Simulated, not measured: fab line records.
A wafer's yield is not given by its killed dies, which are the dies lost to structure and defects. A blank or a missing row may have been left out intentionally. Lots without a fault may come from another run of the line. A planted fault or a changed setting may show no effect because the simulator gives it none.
Struck lot and sound lot, side by side    flow rit-cmos    45 out of 202 route steps
Sound: wafers L661.3, L661.5, L661.6. Wafers L664.1, L664.5, L664.6 were the ones struck. At the end, the cause is stated.
At each step with rows: each side's tool, then ch and its chambers, then its first start. Under that, the readings that differ: sound wafers    struck wafers    difference of the means    sigmas: that difference in standard deviations of wafers without a fault.
alike: readings whose means differ by less than 2 such deviations, and words and numbers that are the same on both sides. not compared: withheld readings, readings that some wafer has no value for, bounds like >300 that may hide the same value, and numbers for which the record gives no deviation and whose values overlap.
A row with sigmas, a row that says differs or no value, or rows on one side alone: a step with any of these is where the two part. Numbers that have no deviation but don't overlap get no sigmas and don't part them. A reading that every wafer of one side lacks parts them only if that side has two wafers or more.

first, 1 step without rows for these wafers: RIT_ACTIVE_DEVELOP_10 (develop time 50 s).
RIT_ACTIVE_CD_MEAS_11: target cd 1400 nm.
  sound on cd-sem-02, day 2 01:53; struck on cd-sem-01, day 2 16:02
reading     sound                 struck                difference  sigmas
cd-nm (nm)  1398.2 1395.6 1396.4  1402.0 1402.4 1402.4  +5.5        +2
then, 1 step without rows for these wafers: RIT_ACTIVE_HARDBAKE_12 (time 60 s).
RIT_ACTIVE_ETCH_13: etches Si3N4 in SF6, stops on SiO2, time 210 s, target depth 210 nm.
  sound on rie-diel-04 ch 0,1,3, day 2 02:07; struck on rie-diel-02 ch 0,1,3, day 2 16:18
  alike: drypump-motor-current-A, oes-product-au, throttle-valve-pct
  not compared: rf-hours-counter-h
RIT_ACTIVE_STRIP_14: strips in O2, time 180 s.
  sound on plasma-asher-04 ch 0,1, day 2 02:19; struck on plasma-asher-03 ch 0,1, day 2 16:26
  alike: drypump-motor-current-A, rf-refl-power-W
  not compared: rf-hours-counter-h
RIT_ACTIVE_CD_MEAS_90: target cd 1400 nm.
  sound on cd-sem-01, day 2 02:28; struck on cd-sem-02, day 2 16:37
reading     sound                 struck                difference  sigmas
cd-nm (nm)  1398.3 1395.2 1396.5  1401.5 1402.0 1402.5  +5.3        +2
then, 4 steps without rows for these wafers: RIT_ACTIVE_CLEAN_15 (cleans in SC1, time 600 s); RIT_ACTIVE_CLEAN_16 (cleans in dHF, time 30 s); RIT_ACTIVE_CLEAN_17 (cleans in SC2, time 600 s); RIT_FOX1_OXIDATION_00 (target thk 350.7 nm, ox time 1130 s).
RIT_FOX1_THK_MEAS_01:
  sound on film-metro-01, day 2 06:28; struck on film-metro-01, day 2 21:01
  alike: FOX1_OXIDE_THK
then, 1 step without rows for these wafers: RIT_FOX1_WET_ETCH_02 (etches SiO2 in BOE, target depth 350 nm, time 390 s).
RIT_FOX2_OXIDATION_00: target thk 350.7 nm, ox time 1130 s.
  sound on furnace-03 ch 0, day 2 07:41; struck on furnace-03 ch 0, day 2 21:26
reading                                      sound              struck             difference  sigmas
model.SiO2_of_FOX2_OXIDATION_00.thk-nm (nm)  343.2 344.4 340.3  506.7 510.5 505.6  +165.0      
model.Si3N4_of_ACTIVE_CVD_03.thk-nm (nm)     130.6 130.5 130    129.3 127.8 129.1  -1.6        
  alike: spike-tc-centre-C, zone-power-load-pct
RIT_FOX2_THK_MEAS_01:
  sound on film-metro-01, day 2 09:02; struck on film-metro-03, day 2 22:46
reading              sound        struck       difference  sigmas
FOX2_OXIDE_THK (nm)  343 344 340  507 510 506  +165        +27
RIT_FOX2_CLEAN_02: cleans in dHF, time 180 s.
  sound on wet-bench-01 ch 1, day 2 09:04; struck on wet-bench-03 ch 1, day 2 22:49
reading                                   sound              struck             difference  sigmas
model.Si3N4_of_ACTIVE_CVD_03.thk-nm (nm)  130.2 130.1 129.5  128.8 127.4 128.7  -1.6        
then, 1 step without rows for these wafers: RIT_FOX2_WET_ETCH_03 (etches Si3N4 in H3PO4, target depth 195 nm, time 2700 s).
RIT_FOX2_THK_MEAS_90:
  sound on film-metro-01, day 2 09:54; struck on film-metro-04, day 2 23:38
reading                      sound        struck       difference  sigmas
FIELD_OXIDE_LEFT_1_THK (nm)  316 317 313  479 483 478  +165        +27
then, 6 steps without rows for these wafers: RIT_NWELL_HMDS_00 (prime time 60 s); RIT_NWELL_COAT_01 (resist thk 1300 nm); RIT_NWELL_SOFTBAKE_02 (time 60 s); RIT_NWELL_EXPOSE_03 (exposes mask M2, target cd 43900 nm); RIT_NWELL_PEB_04; RIT_NWELL_DEVELOP_05 (develop time 68 s).
RIT_NWELL_OVL_MEAS_06:
  sound on overlay-02, day 2 11:05; struck on overlay-02, day 3 00:34
reading         sound        struck         difference  sigmas
NWELL_OVL (nm)  3.0 1.8 3.1  -1.5 -0.9 1.3  -3.0        -2
then, 2 steps without rows for these wafers: RIT_NWELL_HARDBAKE_07 (time 120 s); RIT_NWELL_IMPLANT_08.
RIT_NWELL_STRIP_09: strips in O2, time 180 s.
  sound on plasma-asher-01 ch 0,1, day 2 11:35; struck on plasma-asher-02 ch 0,1, day 3 01:01
  alike: drypump-motor-current-A, rf-refl-power-W
  not compared: rf-hours-counter-h
RIT_NWELL_TW_MEAS_10:
  sound on film-metro-02, day 2 11:43; struck on film-metro-01, day 3 01:11
  alike: NWELL_TW
then, 6 steps without rows for these wafers: RIT_PWELL_HMDS_00 (prime time 60 s); RIT_PWELL_COAT_01 (resist thk 1300 nm); RIT_PWELL_SOFTBAKE_02 (time 60 s); RIT_PWELL_EXPOSE_03 (exposes mask M3, target cd 43700 nm); RIT_PWELL_PEB_04; RIT_PWELL_DEVELOP_05 (develop time 68 s).
RIT_PWELL_OVL_MEAS_06:
  sound on overlay-02, day 2 12:49; struck on overlay-01, day 3 02:08
  alike: PWELL_OVL
then, 2 steps without rows for these wafers: RIT_PWELL_HARDBAKE_07 (time 120 s); RIT_PWELL_IMPLANT_08.
RIT_PWELL_STRIP_09: strips in O2, time 180 s.
  sound on plasma-asher-03 ch 0,1, day 2 13:20; struck on plasma-asher-02 ch 0,1, day 3 02:34
  alike: drypump-motor-current-A, rf-refl-power-W
  not compared: rf-hours-counter-h
RIT_PWELL_TW_MEAS_10:
  sound on film-metro-01, day 2 13:28; struck on film-metro-04, day 3 02:44
  alike: PWELL_TW
then, 1 step without rows for these wafers: RIT_WELLDRIVE_ANNEAL_00 (time 14700 s).
RIT_WELLDRIVE_RS_MEAS_01: measures by four-point-probe.
  sound on film-metro-04, day 2 19:45; struck on film-metro-01, day 3 09:08
  alike: NWELL_RS
RIT_WELLDRIVE_RS_MEAS_02: measures by four-point-probe.
  sound on film-metro-04, day 2 19:52; struck on film-metro-01, day 3 09:16
  alike: PWELL_RS
RIT_FOX2_THK_MEAS_91:
  sound on film-metro-03, day 2 23:38; struck on film-metro-04, day 3 13:10
reading                      sound        struck       difference  sigmas
FIELD_OXIDE_LEFT_2_THK (nm)  249 250 246  412 415 411  +164        +26
RIT_SILICIDE_WET_ETCH_00: etches SiO2 in BOE, target depth 14 nm, time 15 s.
  sound on wet-bench-01 ch 1, day 3 19:23; struck on wet-bench-01 ch 2, day 4 09:04
reading                                      sound              struck         difference  sigmas
model.SiO2_of_FOX2_OXIDATION_00.thk-nm (nm)  142.8 145.4 140.7  306 311 305.3  +164        
RIT_M1_PROBE_99:
  sound on prober-02, day 4 02:23; struck on prober-01, day 4 16:02
reading                              sound              struck             difference  sigmas
model.etest.nldd.width-nm (nm)       3191 3191 3178     2892 2915 2898     -285        
model.etest.pldd.width-nm (nm)       3199 3186 3188     2906 2906 2899     -287        
model.etest.pwell.rs-ohm-sq          412.2 414.7 416.1  514.2 523.1 521.7  +105.3      
model.etest.pplus-sal.width-nm (nm)  3484 3466 3472     3313 3309 3333     -156        
model.etest.nplus-sal.width-nm (nm)  3489 3452 3437     3317 3298 3311     -151        
model.etest.nmos-narrow.drive-ua-um  218.2 222.1 218.2  187.4 183.1 186.8  -33.7       
model.etest.pmos-narrow.drive-ua-um  96.92 99.41 97.52  80.83 78.15 79.59  -18.43      
model.etest.pldd.line-ohm-um         153.7 154.4 155.4  162.2 162.1 163.3  +8.0        
  alike: killed-at-front-end, killed-dies, killed-open, killed-short

== WHERE THEY PART ==
Earliest at RIT_ACTIVE_CD_MEAS_11; latest, in this record, at RIT_FOX2_THK_MEAS_91. Later steps at which nothing parts them and some readings are alike: RIT_M1_PROBE_99.

WHY: the cause the simulator had injected
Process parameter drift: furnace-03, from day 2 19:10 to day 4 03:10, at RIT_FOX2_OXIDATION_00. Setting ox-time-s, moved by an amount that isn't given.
